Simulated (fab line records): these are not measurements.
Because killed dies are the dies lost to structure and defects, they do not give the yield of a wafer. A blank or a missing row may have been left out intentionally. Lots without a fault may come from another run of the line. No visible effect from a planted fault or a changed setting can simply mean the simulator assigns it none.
Chamber matching || flow rit-cmos || 4 sister chambers for RIT_CONTACT_ETCH_11 on rie-diel-01
The step etches SiO2 in CHF3/CF4/Ar, stops on TiSi2, target depth 480 nm, time 320 s. 7 wafers are shown with their chamber, then 7 later ones without.

WAFERS, EACH WITH ITS CHAMBER
{"wafer": "L847.5", "chamber": 3, "throttle-valve-pct (%)": 8.87, "drypump-motor-current-A (A)": 6.4}
{"wafer": "L848.2", "chamber": 2, "throttle-valve-pct (%)": 8.69, "drypump-motor-current-A (A)": 5.5}
{"wafer": "L852.1", "chamber": 0, "throttle-valve-pct (%)": 8.92, "drypump-motor-current-A (A)": 5.9}
{"wafer": "L852.3", "chamber": 2, "throttle-valve-pct (%)": 8.69, "drypump-motor-current-A (A)": 5.5}
{"wafer": "L852.5", "chamber": 1, "throttle-valve-pct (%)": 8.93, "drypump-motor-current-A (A)": 6.5}
{"wafer": "L853.1", "chamber": 1, "throttle-valve-pct (%)": 8.92, "drypump-motor-current-A (A)": 6.5}
{"wafer": "L853.5", "chamber": 0, "throttle-valve-pct (%)": 8.93, "drypump-motor-current-A (A)": 5.8}

WAFERS WHOSE CHAMBER IS MISSING
{"wafer": "L853.6", "throttle-valve-pct (%)": 8.94, "drypump-motor-current-A (A)": 6.5}
{"wafer": "L859.2", "throttle-valve-pct (%)": 8.68, "drypump-motor-current-A (A)": 5.6}
{"wafer": "L859.3", "throttle-valve-pct (%)": 8.94, "drypump-motor-current-A (A)": 6.5}
{"wafer": "L859.4", "throttle-valve-pct (%)": 8.89, "drypump-motor-current-A (A)": 6.5}
{"wafer": "L862.1", "throttle-valve-pct (%)": 8.93, "drypump-motor-current-A (A)": 6.5}
{"wafer": "L862.2", "throttle-valve-pct (%)": 8.90, "drypump-motor-current-A (A)": 6.5}
{"wafer": "L862.6", "throttle-valve-pct (%)": 8.89, "drypump-motor-current-A (A)": 6.4}

WHICH CHAMBER EACH WENT THROUGH
{"wafer": "L853.6", "from the rows above": 1, "in truth": 1}
{"wafer": "L859.2", "from the rows above": 2, "in truth": 2}
{"wafer": "L859.3", "from the rows above": 1, "in truth": 1}
{"wafer": "L859.4", "from the rows above": "can't be placed: 3 or 1", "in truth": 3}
{"wafer": "L862.1", "from the rows above": 1, "in truth": 1}
{"wafer": "L862.2", "from the rows above": "can't be placed: 1 or 3", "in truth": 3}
{"wafer": "L862.6", "from the rows above": 3, "in truth": 3}
5 of 7 placed correctly. Cannot be placed on the basis of these rows: 2; the candidates contain the true chamber in 2. Number placed wrongly: 0.
How it was worked out, from the rows above alone: a wafer's distance from a chamber is the root of the sum, over the readings, of the square of ((its reading less the chamber's mean) divided by the reading's scatter). The wafer belongs to the nearest chamber; if the next one is less than 2 further off, it can't be placed. The mean given for a chamber averages the wafers shown for that chamber. The scatter is the square root of a quotient: the sum, over the shown wafers, of each reading's squared deviation from its chamber's mean, divided by wafers minus chambers.
